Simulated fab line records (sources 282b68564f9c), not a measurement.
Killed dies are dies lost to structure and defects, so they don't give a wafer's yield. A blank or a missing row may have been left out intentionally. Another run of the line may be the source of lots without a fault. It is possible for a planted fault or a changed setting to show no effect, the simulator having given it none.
A lot that was struck, set against a sound lot ; flow ritCmos ; 27 out of 202 route steps
Sound: the wafers L324.3, L324.5, L324.6. Wafers struck: L334.3, L334.4, L334.6. The cause is given at the end.
At each step with rows: each side's tool, then ch and its chambers, then its first start. Under that, the readings that differ: sound wafers ; struck wafers ; difference of the means ; sigmas: that difference in standard deviations of wafers without a fault.
alike: a reading whose means differ by less than 2 such deviations, as well as words and numbers matching on both sides. not compared: withheld readings; readings where some wafer has no value; bounds like >300 that might hide an equal value; numbers whose values overlap and for which the record gives no deviation.
Wherever a step has rows on one side only, a row that says differs or no value, or a row with sigmas, the two part there. When numbers do not overlap yet have no deviation, they are printed without sigmas and do not part them. A reading that every wafer of one side lacks parts them only if that side has two wafers or more.

first, 4 steps without rows for these wafers: RIT_CONTACT_SOFTBAKE_04 (time 60 s); RIT_CONTACT_EXPOSE_05 (exposes mask M11, target cd 1000 nm); RIT_CONTACT_PEB_06; RIT_CONTACT_DEVELOP_07 (develop time 120 s).
RIT_CONTACT_CD_MEAS_08: target cd 1000 nm.
  struck on cdSem-02, day 6 13:03; sound on cdSem-01, day 4 10:54
  alike: cdNm
RIT_CONTACT_OVL_MEAS_09:
  struck on overlay-01, day 6 13:08; sound on overlay-01, day 4 10:59
  alike: CONTACT_OVL
then, 1 step without rows for these wafers: RIT_CONTACT_HARDBAKE_10 (time 60 s).
RIT_CONTACT_ETCH_11: etches SiO2 in CHF3/CF4/Ar, stops on TiSi2, target depth 480 nm, time 320 s.
  sound on rieDiel-04 ch 0,3, day 4 11:10; struck on rieDiel-03 ch 1,2,3, day 6 13:19
  alike: drypumpMotorCurrentA, mfcArSccm, oesProductAu, rfFwdPowerW, throttleValvePct
  not compared: rfHoursCounterH
RIT_CONTACT_STRIP_12: strips in O2, time 180 s.
  sound on plasmaAsher-04 ch 0,1, day 4 11:25; struck on plasmaAsher-03 ch 0,1, day 6 13:34
  alike: drypumpMotorCurrentA
  not compared: rfHoursCounterH
RIT_CONTACT_CD_MEAS_90: target cd 1000 nm.
  struck on cdSem-01, day 6 13:43; sound on cdSem-02, day 4 11:35
  alike: cdNm
then, 2 steps without rows for these wafers: RIT_CONTACT_CLEAN_13 (cleans in SC1, time 600 s); RIT_CONTACT_CLEAN_14 (cleans in SC2, time 600 s).
RIT_M1_SPUTTER_00: material Al, target thk 400 nm, time 500 s.
  struck on pvdSputter-02, day 6 14:10; sound on pvdSputter-02, day 4 12:01
reading;sound;struck;difference;sigmas
model.Al_of_M1_SPUTTER_00.thkNm (nm);401.6 392.7 400.5;359.2 362.7 359.8;-37.7;
  alike: chamberPressurePa, throttleValvePct
RIT_M1_RS_MEAS_01: a four-point-probe measurement.
  struck on filmMetro-03, day 6 14:30; sound on filmMetro-01, day 4 12:20
reading;sound;struck;difference;sigmas
M1_AL_RS (ohm/sq);0.0731 0.0746 0.0734;0.0820 0.0810 0.0817;+0.0079;+10
RIT_M1_THK_MEAS_02: measures by xrf.
  struck on filmMetro-03, day 6 14:36; sound on filmMetro-01, day 4 12:26
reading;sound;struck;difference;sigmas
M1_AL_THK (nm);406 395 403;363 366 363;-37;-8
then, 6 steps without rows for these wafers: RIT_M1_HMDS_03 (prime time 60 s); RIT_M1_COAT_04 (resist thk 1300 nm); RIT_M1_SOFTBAKE_05 (time 60 s); RIT_M1_EXPOSE_06 (exposes mask M12, target cd 2600 nm); RIT_M1_PEB_07; RIT_M1_DEVELOP_08 (develop time 68 s).
RIT_M1_CD_MEAS_09: target cd 2600 nm.
  struck on cdSem-02, day 6 15:34; sound on cdSem-02, day 4 13:26
  alike: cdNm
RIT_M1_OVL_MEAS_10:
  struck on overlay-01, day 6 15:40; sound on overlay-01, day 4 13:31
  alike: M1_OVL
then, 1 step without rows for these wafers: RIT_M1_HARDBAKE_11 (time 120 s).
RIT_M1_METAL_ETCH_12: etches Al in Cl2/BCl3, stops on SiO2, time 165 s, target depth 600 nm.
  sound on rieMetal-03 ch 0,1, day 4 13:51; struck on rieMetal-01 ch 0,1, day 6 16:14
reading;sound;struck;difference;sigmas
oesProductAu (a.u.);0.795 0.784 0.770;0.718 0.738 0.730;-0.054;-5
  alike: bcl3FlowSccm, drypumpMotorCurrentA, rfFwdPowerW, throttleValvePct
  not compared: rfHoursCounterH
then, 1 step without rows for these wafers: RIT_M1_STRIP_13 (strips in nmp, time 600 s).
RIT_M1_PROBE_99:
  struck on prober-01, day 6 18:32; sound on prober-02, day 4 16:08
reading;sound;struck;difference;sigmas
model.etest.m1.rsOhmSq;0.07196 0.07406 0.07229;0.0811 0.07969 0.08054;+0.0077;
  alike: defectLimitedYield, killedAtFrontEnd, killedDies, killedOpen, killedShort, sort_bin_3_pad_short, sort_bin_5_function, sort_bin_6_memory, sortNPass, sortYieldPct

== WHERE THEY PART ==
First at RIT_M1_RS_MEAS_01; last, within this record, at RIT_M1_METAL_ETCH_12. Later steps at which nothing parts them and some readings are alike: RIT_M1_PROBE_99.

WHY: what the simulator had put in
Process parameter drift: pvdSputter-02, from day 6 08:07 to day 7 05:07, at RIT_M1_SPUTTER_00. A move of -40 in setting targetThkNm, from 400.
